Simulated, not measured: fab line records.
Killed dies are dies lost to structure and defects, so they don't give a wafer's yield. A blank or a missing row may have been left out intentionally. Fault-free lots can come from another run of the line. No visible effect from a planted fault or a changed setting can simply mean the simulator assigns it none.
A sampling plan put to the test    flow rit cmos    one line in one fab, 27 faults in these records, each fault weighed on the records of the lots it struck
What counts as the plan is the set of the line's own looks, namely the steps on the route at which a gauge or an inspection reads a wafer and does not change it. A look can be judged if struck wafers have a number there and the file gives its usual mean and standard deviation on fault-free wafers. Caught: the struck wafers' mean, at a look after the fault's first step, is 4 or more of those standard deviations (sigma) away from the usual mean. On the tool: the identical test, applied to the tool's own readings at the steps of the fault. It also counts as caught if the struck wafers ran another recipe or if their record alone is blank.

== THE FAULTS, as the simulator had put them in ==
1. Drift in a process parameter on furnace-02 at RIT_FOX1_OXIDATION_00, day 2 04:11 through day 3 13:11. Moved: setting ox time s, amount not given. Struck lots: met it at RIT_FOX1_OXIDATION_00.
2. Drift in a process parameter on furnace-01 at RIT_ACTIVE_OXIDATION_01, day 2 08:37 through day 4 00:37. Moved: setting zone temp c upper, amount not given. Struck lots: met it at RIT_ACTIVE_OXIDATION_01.
3. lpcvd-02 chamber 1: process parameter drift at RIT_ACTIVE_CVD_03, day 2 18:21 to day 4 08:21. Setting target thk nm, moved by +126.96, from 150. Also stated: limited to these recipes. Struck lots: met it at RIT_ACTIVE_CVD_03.
4. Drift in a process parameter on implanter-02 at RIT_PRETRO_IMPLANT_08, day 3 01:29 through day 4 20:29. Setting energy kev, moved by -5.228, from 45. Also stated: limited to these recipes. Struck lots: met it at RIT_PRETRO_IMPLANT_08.
5. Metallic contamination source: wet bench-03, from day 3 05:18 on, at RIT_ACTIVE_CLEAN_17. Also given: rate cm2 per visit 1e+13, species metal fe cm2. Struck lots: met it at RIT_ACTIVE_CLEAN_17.
6. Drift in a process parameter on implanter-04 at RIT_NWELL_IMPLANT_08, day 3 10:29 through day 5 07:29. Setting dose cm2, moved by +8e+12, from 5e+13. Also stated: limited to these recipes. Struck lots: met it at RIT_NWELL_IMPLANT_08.
7. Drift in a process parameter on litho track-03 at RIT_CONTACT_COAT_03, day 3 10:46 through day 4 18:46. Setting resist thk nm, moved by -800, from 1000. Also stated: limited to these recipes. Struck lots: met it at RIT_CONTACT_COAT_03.
8. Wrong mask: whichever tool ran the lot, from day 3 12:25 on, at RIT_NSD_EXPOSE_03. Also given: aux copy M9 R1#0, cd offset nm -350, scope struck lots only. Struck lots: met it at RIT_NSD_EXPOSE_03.
9. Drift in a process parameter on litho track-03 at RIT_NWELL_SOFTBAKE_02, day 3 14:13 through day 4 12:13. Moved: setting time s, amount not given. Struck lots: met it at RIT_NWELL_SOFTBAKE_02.
10. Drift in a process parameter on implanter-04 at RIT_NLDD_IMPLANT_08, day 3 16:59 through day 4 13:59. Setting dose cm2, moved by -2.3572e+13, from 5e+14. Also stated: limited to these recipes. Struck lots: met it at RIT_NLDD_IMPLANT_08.
11. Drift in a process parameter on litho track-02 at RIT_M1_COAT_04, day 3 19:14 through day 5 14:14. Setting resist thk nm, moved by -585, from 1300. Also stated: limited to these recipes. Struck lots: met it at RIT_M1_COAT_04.
12. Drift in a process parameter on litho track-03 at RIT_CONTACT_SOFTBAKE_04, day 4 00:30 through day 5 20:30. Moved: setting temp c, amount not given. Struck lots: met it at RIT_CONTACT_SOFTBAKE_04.
13. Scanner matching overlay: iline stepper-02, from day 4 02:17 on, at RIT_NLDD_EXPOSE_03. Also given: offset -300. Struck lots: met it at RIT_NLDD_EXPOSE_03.
14. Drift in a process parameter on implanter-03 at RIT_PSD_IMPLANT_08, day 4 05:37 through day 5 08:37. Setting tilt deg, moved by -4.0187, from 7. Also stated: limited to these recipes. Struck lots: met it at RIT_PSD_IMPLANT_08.
15. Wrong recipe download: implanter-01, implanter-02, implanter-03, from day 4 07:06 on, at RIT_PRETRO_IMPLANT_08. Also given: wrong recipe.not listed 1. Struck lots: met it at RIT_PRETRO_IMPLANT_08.
16. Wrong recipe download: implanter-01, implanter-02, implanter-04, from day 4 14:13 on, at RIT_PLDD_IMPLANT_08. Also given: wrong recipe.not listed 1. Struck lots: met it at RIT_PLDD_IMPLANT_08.
17. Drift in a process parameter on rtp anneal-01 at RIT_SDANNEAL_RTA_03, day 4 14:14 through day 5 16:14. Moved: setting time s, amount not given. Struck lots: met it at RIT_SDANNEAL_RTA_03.
18. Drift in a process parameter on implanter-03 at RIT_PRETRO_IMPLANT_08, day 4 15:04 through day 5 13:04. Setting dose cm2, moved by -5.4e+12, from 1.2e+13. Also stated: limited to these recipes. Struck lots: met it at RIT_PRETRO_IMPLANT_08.
19. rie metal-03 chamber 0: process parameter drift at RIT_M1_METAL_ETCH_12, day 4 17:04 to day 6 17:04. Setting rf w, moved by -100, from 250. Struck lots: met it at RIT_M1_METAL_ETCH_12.
20. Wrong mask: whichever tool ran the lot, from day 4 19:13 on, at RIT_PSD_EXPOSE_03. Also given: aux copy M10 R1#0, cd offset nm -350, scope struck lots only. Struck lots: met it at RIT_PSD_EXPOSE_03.
21. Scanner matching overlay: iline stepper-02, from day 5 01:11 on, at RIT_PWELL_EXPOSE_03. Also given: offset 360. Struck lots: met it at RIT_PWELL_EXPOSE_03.
22. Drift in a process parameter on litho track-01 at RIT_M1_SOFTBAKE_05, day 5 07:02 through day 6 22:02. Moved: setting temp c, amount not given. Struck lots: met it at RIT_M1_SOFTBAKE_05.
23. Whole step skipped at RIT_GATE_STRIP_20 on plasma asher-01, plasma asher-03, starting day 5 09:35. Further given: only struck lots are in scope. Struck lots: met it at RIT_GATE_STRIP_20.
24. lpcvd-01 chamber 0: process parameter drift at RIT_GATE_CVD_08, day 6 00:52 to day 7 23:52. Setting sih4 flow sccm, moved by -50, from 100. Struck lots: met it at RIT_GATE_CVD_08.
25. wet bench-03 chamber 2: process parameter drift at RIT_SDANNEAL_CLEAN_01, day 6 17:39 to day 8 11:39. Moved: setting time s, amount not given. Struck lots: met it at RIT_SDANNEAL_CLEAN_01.
26. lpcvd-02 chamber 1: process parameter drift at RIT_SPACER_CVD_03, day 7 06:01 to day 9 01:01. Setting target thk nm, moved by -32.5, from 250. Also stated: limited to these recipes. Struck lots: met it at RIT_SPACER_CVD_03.
27. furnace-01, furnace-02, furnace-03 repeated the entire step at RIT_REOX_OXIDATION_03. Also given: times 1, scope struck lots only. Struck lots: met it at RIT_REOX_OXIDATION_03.

== WHAT THE PLAN SAW ==
fault  on the tool itself                   first look that catches it                       reading, sigma           median hours from its first step to that look  hours from the fault's start to the first struck lot there  judged looks passed uncaught
1      under 2 sigma                        RIT_FOX1_THK_MEAS_01                             FOX1_OXIDE_THK +5.5      1.3                                            9                                                           0
2      no reading that can be judged        RIT_ACTIVE_THK_MEAS_02                           ACTIVE_OXIDE_THK -7.8    1.9                                            4                                                           0
3      under 2 sigma                        RIT_ACTIVE_THK_MEAS_04                           ACTIVE_NITRIDE_THK +89   2.1                                            7                                                           0
4      beam energy keV -99 or beyond sigma  no look after it can be judged                   -                        -                                              -                                                           0
5      under 2 sigma                        none of the 6 looks that can be judged after it  -                        -                                              -                                                           6
6      dose ions cm2 +99 or beyond sigma    RIT_NWELL_TW_MEAS_10                             NWELL_TW +8.8            0.3                                            8                                                           0
7      under 2 sigma                        RIT_CONTACT_CD_MEAS_08                           cd nm +55                0.9                                            4                                                           0
8      under 2 sigma                        not the one look that can be judged after it     -                        -                                              -                                                           1
9      run length s +99 or beyond sigma     not the one look that can be judged after it     -                        -                                              -                                                           1
10     dose ions cm2 -42 sigma              RIT_SDANNEAL_RS_MEAS_07                          NLDD_RS +9.1             9.4                                            12                                                          0
11     no reading that can be judged        RIT_M1_CD_MEAS_09                                cd nm -29                0.8                                            4                                                           0
12     heater power total W -23 sigma       not the one look that can be judged after it     -                        -                                              -                                                           1
13     no reading that can be judged        RIT_NLDD_OVL_MEAS_06                             NLDD_OVL -99 or beyond   0.4                                            3                                                           0
14     tilt deg -99 or beyond sigma         RIT_SDANNEAL_RS_MEAS_04                          PSD_RS +17               0.8                                            10                                                          0
15     under 2 sigma                        RIT_PRETRO_TW_MEAS_10                            PRETRO_TW +91            0.3                                            3                                                           0
16     no reading that can be judged        RIT_PLDD_TW_MEAS_10                              PLDD_TW +39              0.3                                            2                                                           0
17     under 2 sigma                        RIT_SDANNEAL_RS_MEAS_04                          PSD_RS -70               0.1                                            5                                                           0
18     dose ions cm2 -99 or beyond sigma    RIT_PRETRO_TW_MEAS_10                            PRETRO_TW -24            0.3                                            5                                                           0
19     rf fwd power W -99 or beyond sigma   RIT_M1_CD_MEAS_90                                cd nm +4.2               0.5                                            8                                                           0
20     under 2 sigma                        no look after it can be judged                   -                        -                                              -                                                           0
21     no reading that can be judged        RIT_PWELL_OVL_MEAS_06                            PWELL_OVL +99 or beyond  0.4                                            5                                                           0
22     heater power total W +56 sigma       not the one look that can be judged after it     -                        -                                              -                                                           1
23     no reading that can be judged        not the one look that can be judged after it     -                        -                                              -                                                           1
24     sih4 flow sccm -99 or beyond sigma   RIT_GATE_THK_MEAS_09                             GATE_POLY_THK -58        1.6                                            6                                                           0
25     run length s +46 sigma               none of the 4 looks that can be judged after it  -                        -                                              -                                                           4
26     no reading that can be judged        RIT_SPACER_THK_MEAS_04                           SPACER_NITRIDE_THK -12   1.9                                            10                                                          0
27     no reading that can be judged        RIT_REOX_THK_MEAS_04                             REOX_OXIDE_THK +27       5.3                                            -                                                           0
A dash: the fault is not caught, or the number is missing from these records.

Caught at a look: 18 of 27. Caught on the tool: 11 of 27. By one or the other: 23 of 27.
On the tool alone, faults 4, 9, 12, 22, 25 were caught.
Caught at a look alone: faults 1, 2, 3, 7, 11, 13, 15, 16, 17, 21, 26, 27.
Caught by neither: faults 5, 8, 20, 23.

== THINNER SAMPLING ==
In the worst case, this is how late the first struck lot would be measured if the look that catches a fault measured only every second or every third lot, by lot number:
fault  struck lots at that look, in order of time  every lot  every second lot  every third lot
1      L823, L827                                  9 h        may miss all 2    may miss all 2
2      L770, L776                                  4 h        may miss all 2    may miss all 2
3      L431                                        7 h        may miss it       may miss it
6      L118, L121, L122                            8 h        23 h              may miss all 3
7      L780, L784                                  4 h        may miss all 2    may miss all 2
10     L914, L915, L916                            12 h       17 h              23 h
11     L309, L311, L314                            4 h        28 h              may miss all 3
13     L956, L957, L958                            3 h        8 h               12 h
14     L721, L723                                  10 h       may miss all 2    may miss all 2
15     L868, L869, L870, L871                      3 h        7 h               13 h
16     L521, L522, L523, L524                      2 h        10 h              12 h
17     L900, L902                                  5 h        may miss all 2    may miss all 2
18     L823, L825                                  5 h        may miss all 2    may miss all 2
19     L130, L133                                  8 h        22 h              may miss all 2
21     L261, L265, L266                            5 h        31 h              31 h
24     L198, L202                                  6 h        may miss all 2    may miss all 2
26     L691                                        10 h       may miss it       may miss it
Hours: fault start to first struck lot measured. Since the struck wafers were tested as one group against 4 sigma, a single lot by itself may lie under the limit. Other struck lots may not be in these records.

== THE LONGEST TIMED WAY FROM STEP TO LOOK ==
In fault 10, a median of 9.4 hours elapses between RIT_NLDD_IMPLANT_08 and RIT_SDANNEAL_RS_MEAS_07. No look between them can be judged.
